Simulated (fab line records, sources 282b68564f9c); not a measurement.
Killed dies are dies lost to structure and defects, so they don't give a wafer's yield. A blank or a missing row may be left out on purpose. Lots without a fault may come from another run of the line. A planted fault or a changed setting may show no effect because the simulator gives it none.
fab line records | flow rit_cmos
record lots=6 wafers=18 last_day=7
route steps=202 shown CONTACT@172 M1@184
lots that met no fault: from a run of the same line without faults
start_h: hours from the record's first day to the start of the lot's first wafer shown | wait_h: hours since the lot's step before | " the same as in the row above | L1.1+2: a row that stands for several wafers | - no value, or no start given | * or withheld: withheld | < > ~ a bound
route shown NAME@n: a module of which the file shows steps, and the number in the route of the first | usual: mean/standard deviation of fault-free wafers | same: alike in all rows | chamber/n: place in a boat | sites: the reading at each site | _std_site: their standard deviation | _edge_site: outer sites' mean less inner sites' | radius_mm: how far each site lies from the wafer's centre | mask NAME#n: copy n | behind: the tool/chamber that last shaped the wafer | hold: why the lot was held/for how many hours/how that ended | device: the transistor (n, p or np) that didn't switch | end of line: the same wafers' tests at the end of the route | a step without rows: its recipe alone | killed: dies lost to structure and defects at the first sort, not the wafer's yield | map: a wafer's dies, x killed, . not, _ none there
set.NAME: the setting as run; set.NAME@STEP: as run at that earlier step | model.NAME: the simulator's own value behind a step, which no gauge read
lots at some steps of the route; a table a step, a row a wafer
services: from which hour (start_h, from the record's first day; less than 0 if before it) a tool's chamber was out of use, for how many hours, and why
## steps
# step RIT_CONTACT_SOFTBAKE_04
# recipe resist=NOVOLAK temp_c=90 time_s=60
# step RIT_CONTACT_EXPOSE_05
# recipe mask_id=M11 na=0.6 source_shape=conventional sigma_outer=0.5 target_cd_nm=1000 dose_mj=250
# step RIT_CONTACT_PEB_06
# recipe resist=NOVOLAK temp_c=withheld time_s=withheld
# step RIT_CONTACT_DEVELOP_07
# recipe resist=NOVOLAK develop_time_s=120 dev_temp_c=23
# step RIT_CONTACT_CD_MEAS_08
# recipe target_cd_nm=1000
# usual cd_nm=999.5/1.8
# columns lot.wafer tool chamber start_h wait_h cd_nm
L951.4 cd_sem-01 - 70.77 - 996.5
L951.5 " - " " 998.4
L951.6 " - " " 998.2
L953.4 cd_sem-01 - 75.72 - 999.6
L953.5 " - " " 997.6
L953.6 " - " " 997.4
L961.2 cd_sem-02 - 112.31 - 999.2
L961.4 " - " " 999.2
L961.6 " - " " 1001.6
L962.1 cd_sem-01 - 117.32 - 996.2
L962.3 " - " " 997.5
L962.5 " - " " 996.4
L971.1 cd_sem-02 - 161.93 - 997.8
L971.2 " - " " 998.3
L971.6 " - " " 997.7
L973.3 cd_sem-02 - 172.44 - 997.0
L973.4 " - " " 995.3
L973.5 " - " " 995.7
# step RIT_CONTACT_OVL_MEAS_09
# usual CONTACT_OVL=-0.9/1.3
# columns lot.wafer tool chamber start_h wait_h CONTACT_OVL[nm]
L951.4 overlay-02 - 70.85 0.1 -0.1
L951.5 " - " " -1.1
L951.6 " - " " -0.2
L953.4 overlay-01 - 75.79 0.1 -0.5
L953.5 " - " " -0.8
L953.6 " - " " -2.9
L961.2 overlay-02 - 112.41 0.1 -0.8
L961.4 " - " " -0.3
L961.6 " - " " -1.5
L962.1 overlay-02 - 117.44 0.1 0.7
L962.3 " - " " -0.4
L962.5 " - " " 0.8
L971.1 overlay-01 - 162.05 0.1 -0.5
L971.2 " - " " -0.7
L971.6 " - " " -0.2
L973.3 overlay-01 - 172.53 0.1 -0.7
L973.4 " - " " -0.9
L973.5 " - " " -1.5
# step RIT_CONTACT_HARDBAKE_10
# recipe resist=NOVOLAK temp_c=140 time_s=60
# step RIT_CONTACT_ETCH_11
# recipe target_depth_a=4800 over_etch_frac=0.2 stop_on=TiSi2 chemistry=CHF3/CF4/Ar target=SiO2 CHF3_flow_sccm=50 cf4_flow_sccm=10 Ar_flow_sccm=100 O2_flow_sccm=5 pressure_mtorr=100 rf_w=200 time_s=320
# usual cf4_flow_sccm=10.00/0.032 drypump_motor_current_A=5.9/0.46 oes_product_au=0.988/0.014 throttle_valve_pct=8.84/0.12
# columns lot.wafer tool chamber start_h wait_h cf4_flow_sccm drypump_motor_current_A oes_product_au rf_hours_counter_h throttle_valve_pct
L951.4 rie_diel-04 0 71.02 0.1 10.01 6.4 0.986 6 8.84
L951.5 " 2 " " 9.99 5.6 0.994 - 8.84
L951.6 " 1 " " 9.99 5.6 0.972 - 8.97
L953.4 rie_diel-02 0 75.96 0.1 9.99 5.3 1.010 20 8.70
L953.5 " 0 " " 10.00 5.3 1.004 - 8.72
L953.6 " 1 " " 9.98 5.1 0.984 - 8.78
L961.2 rie_diel-04 1 112.59 0.1 9.99 5.6 0.966 8 8.94
L961.4 " 2 " " 10.01 5.5 0.988 50 8.85
L961.6 " 3 " " 10.00 5.4 0.996 - 9.01
L962.1 rie_diel-04 1 117.62 0.1 10.04 5.6 0.975 8 8.94
L962.3 " 0 " " 10.06 6.4 0.987 7 8.85
L962.5 " 0 " " 10.04 6.4 0.986 - 8.84
L971.1 rie_diel-02 0 162.24 0.1 9.94 5.3 1.014 21 8.72
L971.2 " 2 " " 9.93 5.9 0.964 98 8.85
L971.6 " 3 " " 10.02 5.9 0.996 - 8.88
L973.3 rie_diel-01 3 172.71 0.1 9.99 6.7 0.988 2 9.08
L973.4 " 0 " " 10.03 6.3 0.985 1 8.72
L973.5 " 0 " " 10.00 6.3 0.979 - 8.72
# step RIT_CONTACT_STRIP_12
# recipe chemistry=O2 time_s=180 resist=NOVOLAK platen_temp_c=withheld power_w=500 pressure_mtorr=4000 o2_flow_sccm=4000
# usual drypump_motor_current_A=5.7/0.55
# columns lot.wafer tool chamber start_h wait_h drypump_motor_current_A rf_hours_counter_h
L951.4 plasma_asher-01 1 71.27 0.2 5.1 -
L951.5 " 1 " " 5.1 -
L951.6 " 0 " " 5.5 -
L953.4 plasma_asher-04 1 76.22 0.2 5.1 -
L953.5 " 0 " " 5.7 -
L953.6 " 1 " " 5.1 -
L961.2 plasma_asher-04 1 112.79 0.1 5.1 31
L961.4 " 1 " " 5.1 -
L961.6 " 0 " " 5.7 -
L962.1 plasma_asher-03 1 117.82 0.1 6.7 0
L962.3 " 1 " " 6.7 -
L962.5 " 1 " " 6.7 -
L971.1 plasma_asher-03 0 162.43 0.1 5.9 5
L971.2 " 1 " " 6.7 5
L971.6 " 0 " " 5.9 -
L973.3 plasma_asher-04 0 172.96 0.2 5.7 -
L973.4 " 1 " " 5.1 -
L973.5 " 1 " " 5.1 -
# step RIT_CONTACT_CD_MEAS_90
# recipe target_cd_nm=1000
# usual cd_nm=999.5/1.8
# columns lot.wafer tool chamber start_h wait_h cd_nm
L951.4 cd_sem-02 - 71.44 0.1 995.8
L951.5 " - " " 998.3
L951.6 " - " " 998.1
L953.4 cd_sem-01 - 76.39 0.1 999.5
L953.5 " - " " 998.0
L953.6 " - " " 997.8
L961.2 cd_sem-02 - 112.98 0.1 999.2
L961.4 " - " " 1000.0
L961.6 " - " " 1001.8
L962.1 cd_sem-02 - 117.99 0.1 996.9
L962.3 " - " " 997.9
L962.5 " - " " 996.3
L971.1 cd_sem-02 - 162.61 0.1 998.2
L971.2 " - " " 998.8
L971.6 " - " " 998.1
L973.3 cd_sem-02 - 173.12 0.1 996.6
L973.4 " - " " 995.1
L973.5 " - " " 995.5
# step RIT_CONTACT_CLEAN_13
# recipe chemistry=SC1 mix=3:3:50 time_s=600 temp_c=75
# step RIT_CONTACT_CLEAN_14
# recipe chemistry=SC2 mix=3:3:50 time_s=600 temp_c=75 dry=n2_spin
# step RIT_M1_SPUTTER_00
# recipe material=Al target_thk_nm=400 power_w=2000 chamber_pressure_pa=0.4 gas=Ar time_s=500 substrate_temp_c=25
# usual cathode_dc_power_W=2000.0/0.37 chamber_pressure_pa=0.4000/0.00076 throttle_valve_pct=30.1/0.83
# columns lot.wafer tool chamber start_h wait_h cathode_dc_power_W chamber_pressure_pa throttle_valve_pct
L951.4 pvd_sputter-01 - 71.87 0.0 2000.0 0.3999 29.6
L951.5 " - " " 1999.3 0.3994 29.5
L951.6 " - " " 2000.0 0.3987 29.9
L953.4 pvd_sputter-04 - 76.83 0.0 1999.6 0.4004 31.0
L953.5 " - " " 2000.2 0.4003 31.1
L953.6 " - " " 2000.6 0.4007 28.3
L961.2 pvd_sputter-01 - 113.47 0.0 - - -
L961.4 " - " " - - -
L961.6 " - " " - - -
L962.1 pvd_sputter-04 - 118.46 0.0 - - -
L962.3 " - " " - - -
L962.5 " - " " - - -
L971.1 pvd_sputter-01 - 163.10 0.0 1999.6 0.3999 31.6
L971.2 " - " " 2000.2 0.4009 30.2
L971.6 " - " " 2000.3 0.3998 29.8
L973.3 pvd_sputter-01 - 173.55 0.0 2000.1 0.3987 31.3
L973.4 " - " " 1999.5 0.3992 29.6
L973.5 " - " " 2000.4 0.4002 29.6
# step RIT_M1_RS_MEAS_01
# recipe thk_meas_gauge=four-point-probe reads=Al_of_M1_SPUTTER_00
# usual M1_AL_RS=0.0736/0.00071
# columns lot.wafer tool chamber start_h wait_h M1_AL_RS[ohm/sq]
L951.4 film_metro-04 - 72.22 0.2 0.0736
L951.5 " - " " 0.0735
L951.6 " - " " 0.0737
L953.4 film_metro-04 - 77.19 0.2 0.0752
L953.5 " - " " 0.0753
L953.6 " - " " 0.0744
L961.2 film_metro-04 - 113.78 0.2 -
L961.4 " - " " -
L961.6 " - " " -
L962.1 film_metro-04 - 118.76 0.1 -
L962.3 " - " " -
L962.5 " - " " -
L971.1 film_metro-03 - 163.39 0.1 0.0741
L971.2 " - " " 0.0747
L971.6 " - " " 0.0742
L973.3 film_metro-01 - 173.88 0.2 0.0733
L973.4 " - " " 0.0735
L973.5 " - " " 0.0739
# step RIT_M1_THK_MEAS_02
# recipe thk_meas_gauge=xrf reads=Al_of_M1_SPUTTER_00
# usual M1_AL_THK=399/4.4
# columns lot.wafer tool chamber start_h wait_h M1_AL_THK[nm]
L951.4 film_metro-04 - 72.31 0.1 400
L951.5 " - " " 400
L951.6 " - " " 394
L953.4 film_metro-04 - 77.28 0.1 386
L953.5 " - " " 390
L953.6 " - " " 394
L961.2 film_metro-04 - 113.89 0.1 <0
L961.4 " - " " <0
L961.6 " - " " <0
L962.1 film_metro-04 - 118.88 0.1 <0
L962.3 " - " " <0
L962.5 " - " " <0
L971.1 film_metro-03 - 163.51 0.1 399
L971.2 " - " " 395
L971.6 " - " " 399
L973.3 film_metro-01 - 173.98 0.1 405
L973.4 " - " " 402
L973.5 " - " " 401
# step RIT_M1_HMDS_03
# recipe prime_time_s=60 prime_temp_c=140
# step RIT_M1_COAT_04
# recipe resist=NOVOLAK spin_rpm=2000 resist_thk_nm=1300
# step RIT_M1_SOFTBAKE_05
# recipe resist=NOVOLAK temp_c=90 time_s=60
# step RIT_M1_EXPOSE_06
# recipe mask_id=M12 na=0.6 source_shape=conventional sigma_outer=0.5 target_cd_nm=2600 dose_mj=250
# step RIT_M1_PEB_07
# recipe resist=NOVOLAK temp_c=withheld time_s=withheld
# step RIT_M1_DEVELOP_08
# recipe resist=NOVOLAK develop_time_s=68 dev_temp_c=23
# step RIT_M1_CD_MEAS_09
# recipe target_cd_nm=2600
# usual cd_nm=2600.5/2.1
# columns lot.wafer tool chamber start_h wait_h cd_nm
L951.4 cd_sem-01 - 73.28 - 2599.2
L951.5 " - " " 2597.0
L951.6 " - " " 2599.4
L953.4 cd_sem-02 - 78.25 - 2601.3
L953.5 " - " " 2601.9
L953.6 " - " " 2601.4
L961.2 cd_sem-01 - 114.84 - 2600.5
L961.4 " - " " 2599.3
L961.6 " - " " 2598.3
L962.1 cd_sem-01 - 119.94 - 2605.1
L962.3 " - " " 2603.2
L962.5 " - " " 2603.5
L971.1 cd_sem-02 - 164.66 - 2598.9
L971.2 " - " " 2596.7
L971.6 " - " " 2600.1
L973.3 cd_sem-01 - 175.01 - 2599.9
L973.4 " - " " 2599.4
L973.5 " - " " 2599.7
# step RIT_M1_OVL_MEAS_10
# usual M1_OVL=0.0/1.3
# columns lot.wafer tool chamber start_h wait_h M1_OVL[nm]
L951.4 overlay-02 - 73.36 0.1 0.9
L951.5 " - " " -0.7
L951.6 " - " " -0.2
L953.4 overlay-01 - 78.33 0.1 1.5
L953.5 " - " " 0.9
L953.6 " - " " 1.4
L961.2 overlay-02 - 114.95 0.1 -3.2
L961.4 " - " " -1.3
L961.6 " - " " -1.1
L962.1 overlay-02 - 120.06 0.1 -0.1
L962.3 " - " " 0.4
L962.5 " - " " 0.2
L971.1 overlay-01 - 164.78 0.1 -1.5
L971.2 " - " " -0.7
L971.6 " - " " -0.9
L973.3 overlay-01 - 175.10 0.1 -2.1
L973.4 " - " " -0.7
L973.5 " - " " -0.4
# step RIT_M1_HARDBAKE_11
# recipe resist=NOVOLAK temp_c=140 time_s=120
# step RIT_M1_METAL_ETCH_12
# recipe stop_on=SiO2 chemistry=Cl2/BCl3 target=Al time_s=165 over_etch_frac=0.5 pressure_mtorr=100 target_depth_a=6000 rf_w=250 Cl2_flow_sccm=60 bcl3_flow_sccm=50
# usual drypump_motor_current_A=5.8/0.5 mfc_cl2_sccm=60.04/0.18 oes_product_au=0.777/0.0088 throttle_valve_pct=8.25/0.11
# columns lot.wafer tool chamber start_h wait_h drypump_motor_current_A mfc_cl2_sccm oes_product_au rf_hours_counter_h throttle_valve_pct
L951.4 rie_metal-02 1 73.69 0.1 5.2 60.01 0.770 - 8.16
L951.5 " 0 " " 6.6 59.91 0.768 - 8.38
L951.6 " 1 " " 5.1 60.26 0.773 - 8.17
L953.4 rie_metal-01 1 78.65 0.1 5.6 59.85 0.774 - 8.28
L953.5 " 0 " " 5.2 59.89 0.771 - 8.08
L953.6 " 1 " " 5.6 59.72 0.779 - 8.27
L961.2 rie_metal-02 0 115.23 0.2 6.6 59.95 0.330 4.9 8.45
L961.4 " 0 " " 6.6 60.09 0.330 - 8.44
L961.6 " 1 " " 5.2 59.98 0.333 - 8.23
L962.1 rie_metal-01 0 120.35 0.2 5.2 60.32 0.337 1.5 8.13
L962.3 " 0 " " 5.2 60.23 0.336 - 8.14
L962.5 " 1 " " 5.6 60.03 0.338 - 8.36
L971.1 rie_metal-01 1 165.07 0.2 5.6 60.01 0.779 1.6 8.28
L971.2 " 0 " " 5.2 59.85 0.767 2.0 8.07
L971.6 " 1 " " 5.6 59.87 0.778 - 8.29
L973.3 rie_metal-01 0 175.43 0.2 5.2 60.17 0.783 - 8.06
L973.4 " 1 " " 5.6 59.75 0.787 - 8.28
L973.5 " 1 " " 5.6 59.72 0.793 - 8.29
# step RIT_M1_STRIP_13
# recipe chemistry=nmp resist=NOVOLAK temp_c=80 time_s=600 dry=n2_spin
# step RIT_M1_PROBE_99
# usual defect_limited_yield=97.5/1.2 killed_at_M0_to_M3=0.0/0.083 killed_at_front_end=7/3 killed_dies=7/3 killed_on_rim=2/1.4 killed_open=3.6/1.9 killed_short=3.2/1.8 sort_bin_3_pad_short=0.1/0.22 sort_bin_5_function=1.4/0.77 sort_bin_6_memory=1.0/0.63 sort_n_pass=257/3 sort_yield_pct=97.5/1.2
# same gross_dies=264 killed_at_M4_up=0 killed_at_back_side=0 killed_at_contacts=0 killed_at_other=0
# columns lot.wafer tool chamber start_h wait_h defect_limited_yield[%] killed_at_M0_to_M3 killed_at_front_end killed_dies killed_on_rim killed_open killed_short sort_bin_3_pad_short[%] sort_bin_5_function[%] sort_bin_6_memory[%] sort_n_pass sort_yield_pct[%]
L951.4 prober-02 - 76.03 0.2 97.7 0 6 6 2 2 4 0 1.9 0.4 258 97.7
L951.5 prober-02 - 76.08 0.2 96.2 0 10 10 2 6 4 0.4 2.7 0.8 254 96.2
L951.6 prober-02 - 76.13 0.2 98.5 0 4 4 0 2 2 0.4 0 1.1 260 98.5
L953.4 prober-01 - 81.00 0.2 97.0 0 8 8 2 2 6 0 1.1 1.9 256 97.0
L953.5 prober-01 - 81.05 0.2 96.2 0 10 10 3 5 5 0.8 1.9 1.1 254 96.2
L953.6 prober-01 - 81.10 0.2 96.6 0 9 9 4 4 5 0 2.3 1.1 255 96.6
L961.2 prober-01 - 117.53 0.1 0 263 1 264 70 0 1 23.5 75.0 1.5 0 0
L961.4 prober-01 - 117.63 0.2 0 261 3 264 70 3 0 23.9 71.2 4.9 0 0
L961.6 prober-01 - 117.73 0.2 0 263 1 264 70 1 0 25.0 72.0 3.0 0 0
L962.1 prober-02 - 122.60 0.1 0 264 0 264 70 0 0 23.1 75.4 1.5 0 0
L962.3 prober-02 - 122.70 0.2 0 263 1 264 70 0 1 25.8 71.2 3.0 0 0
L962.5 prober-02 - 122.80 0.2 0 263 1 264 70 1 0 23.5 75.4 1.1 0 0
L971.1 prober-01 - 167.32 0.1 97.0 0 8 8 2 3 5 0.4 1.1 1.5 256 97.0
L971.2 prober-01 - 167.37 0.1 98.1 0 5 5 2 1 4 0 1.1 0.8 259 98.1
L971.6 prober-01 - 167.57 0.2 98.1 0 5 5 1 2 3 0.8 0.8 0.4 259 98.1
L973.3 prober-01 - 177.76 0.2 99.2 0 2 2 1 1 1 0 0.4 0.4 262 99.2
L973.4 prober-01 - 177.81 0.2 97.0 0 8 8 3 4 4 0.4 0.8 1.9 256 97.0
L973.5 prober-01 - 177.86 0.2 98.5 0 4 4 0 2 2 0 1.1 0.4 260 98.5
# killed by level:class
L951.4 FOX1:geometric_particle:short=1 FOX1:geometric_particle:open=1 GATE:geometric_particle:short=1 REOX:geometric_particle:short=1 SPACER:geometric_particle:short=1 SPACER:geometric_particle:open=1
L951.5 FOX1:geometric_particle:open=2 GATE:geometric_particle:open=2 SILICIDE:geometric_particle:short=2 GATE:geometric_particle:short=1 REOX:geometric_particle:open=1 REOX:geometric_particle:short=1 SILICIDE:geometric_particle:open=1
L951.6 GATE:geometric_particle:open=2 FOX1:geometric_particle:short=1 REOX:geometric_particle:short=1
L953.4 GATE:geometric_particle:short=5 FOX1:geometric_particle:short=1 FOX2:geometric_particle:open=1 GATE:geometric_particle:open=1
L953.5 SILICIDE:geometric_particle:short=3 FOX1:geometric_particle:open=2 REOX:geometric_particle:short=2 REOX:geometric_particle:open=2 GATE:geometric_particle:open=1
L953.6 FOX1:geometric_particle:open=2 REOX:geometric_particle:open=2 REOX:geometric_particle:short=2 FOX2:geometric_particle:short=1 GATE:geometric_particle:short=1 SPACER:geometric_particle:short=1
L961.2 M1:lost_pattern=262 GATE:geometric_particle:short=1 M1:area_sputter=1
L961.4 M1:lost_pattern=259 FOX1:geometric_particle:open=2 M1:area_sputter=2 SPACER:geometric_particle:open=1
L961.6 M1:lost_pattern=262 SILICIDE:geometric_particle:open=1 M1:area_sputter=1
L962.1 M1:lost_pattern=263 M1:area_sputter=1
L962.3 M1:lost_pattern=262 SILICIDE:geometric_particle:short=1 M1:area_sputter=1
L962.5 M1:lost_pattern=263 GATE:geometric_particle:open=1
L971.1 GATE:geometric_particle:short=3 FOX1:geometric_particle:short=2 FOX1:geometric_particle:open=1 GATE:geometric_particle:open=1 SILICIDE:geometric_particle:open=1
L971.2 FOX2:geometric_particle:short=2 FOX1:geometric_particle:short=1 FOX2:geometric_particle:open=1 GATE:geometric_particle:short=1
L971.6 FOX2:geometric_particle:short=1 GATE:geometric_particle:short=1 GATE:geometric_particle:open=1 REOX:geometric_particle:short=1 REOX:geometric_particle:open=1
L973.3 FOX2:geometric_particle:open=1 GATE:geometric_particle:short=1
L973.4 GATE:geometric_particle:short=3 GATE:geometric_particle:open=2 FOX2:geometric_particle:open=1 REOX:geometric_particle:open=1 SILICIDE:geometric_particle:short=1
L973.5 GATE:geometric_particle:open=1 REOX:geometric_particle:short=1 REOX:geometric_particle:open=1 SPACER:geometric_particle:short=1
# map L961.2 (x killed, . not)
________xxxxxxx_______
_____xxxxxxxxxxxxx____
____xxxxxxxxxxxxxxx___
___xxxxxxxxxxxxxxxxx__
__xxxxxxxxxxxxxxxxxxx_
__xxxxxxxxxxxxxxxxxxx_
_xxxxxxxxxxxxxxxxxxxxx
_xxxxxxxxxxxxxxxxxxxxx
_xxxxxxxxxxxxxxxxxxxxx
_xxxxxxxxxxxxxxxxxxxxx
__xxxxxxxxxxxxxxxxxxx_
__xxxxxxxxxxxxxxxxxxx_
___xxxxxxxxxxxxxxxxx__
____xxxxxxxxxxxxxxx___
_____xxxxxxxxxxxxx____
________xxxxxxx_______
# map L962.1 (x killed, . not)
________xxxxxxx_______
_____xxxxxxxxxxxxx____
____xxxxxxxxxxxxxxx___
___xxxxxxxxxxxxxxxxx__
__xxxxxxxxxxxxxxxxxxx_
__xxxxxxxxxxxxxxxxxxx_
_xxxxxxxxxxxxxxxxxxxxx
_xxxxxxxxxxxxxxxxxxxxx
_xxxxxxxxxxxxxxxxxxxxx
_xxxxxxxxxxxxxxxxxxxxx
__xxxxxxxxxxxxxxxxxxx_
__xxxxxxxxxxxxxxxxxxx_
___xxxxxxxxxxxxxxxxx__
____xxxxxxxxxxxxxxx___
_____xxxxxxxxxxxxx____
________xxxxxxx_______
## services
# columns tool chamber start_h hours kind
rie_diel-04 0 53.80 4.5 repair
rie_metal-01 1 61.42 8.4 repair
plasma_asher-04 - 73.26 1.3 repair
rie_diel-01 3 78.66 - clean
rie_diel-01 3 78.66 17.7 scheduled_down
rie_diel-01 3 78.66 17.7 vent_cycle
rie_metal-02 0 78.97 1.2 repair
rie_diel-01 1 105.76 1.6 repair
rie_metal-01 - 107.00 0.3 repair
plasma_asher-03 - 108.75 9.0 pm
plasma_asher-03 0 108.75 9.0 vent_cycle
plasma_asher-03 1 108.75 9.0 vent_cycle
rie_diel-01 0 116.49 5.1 repair
plasma_asher-03 0 117.75 - clean
plasma_asher-03 1 117.75 - clean
rie_diel-02 0 119.54 21.0 repair
rie_diel-01 0 121.58 - clean
rie_diel-01 0 121.58 17.5 scheduled_down
rie_diel-01 0 121.58 17.5 vent_cycle
plasma_asher-04 - 131.30 3.8 repair
rie_diel-04 3 151.34 13.5 repair
plasma_asher-04 - 157.03 1.3 repair
rie_metal-02 - 174.79 1.4 pm
## key
first_sign step=RIT_M1_SPUTTER_00 reading=tool_record direction=missing
effect step=RIT_M1_RS_MEAS_01 reading=M1_AL_RS direction=missing
effect step=RIT_M1_THK_MEAS_02 reading=M1_AL_THK direction=down sigmas=91 usual=399 struck=<0
effect step=RIT_M1_METAL_ETCH_12 reading=oes_product_au direction=down sigmas=51 usual=0.777 struck=0.334
effect step=RIT_M1_PROBE_99 reading=killed_at_M0_to_M3 direction=up sigmas=99+ usual=0.0 struck=262.8
met_at RIT_M1_SPUTTER_00
struck_wafers L961.2,L961.4,L961.6,L962.1,L962.3,L962.5
later_rows_left_out L961.2,L961.4,L961.6,L962.1,L962.3,L962.5
onset_between 76.83 113.47
fault kind=skipped_step_whole tool=pvd_sputter-01,pvd_sputter-04 chamber=- onset_h=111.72 steps=RIT_M1_SPUTTER_00 scope=struck_lots_only
# later_rows_left_out: the simulator's readings of these wafers behind a module that went badly wrong aren't trusted and aren't shown, but for the sort
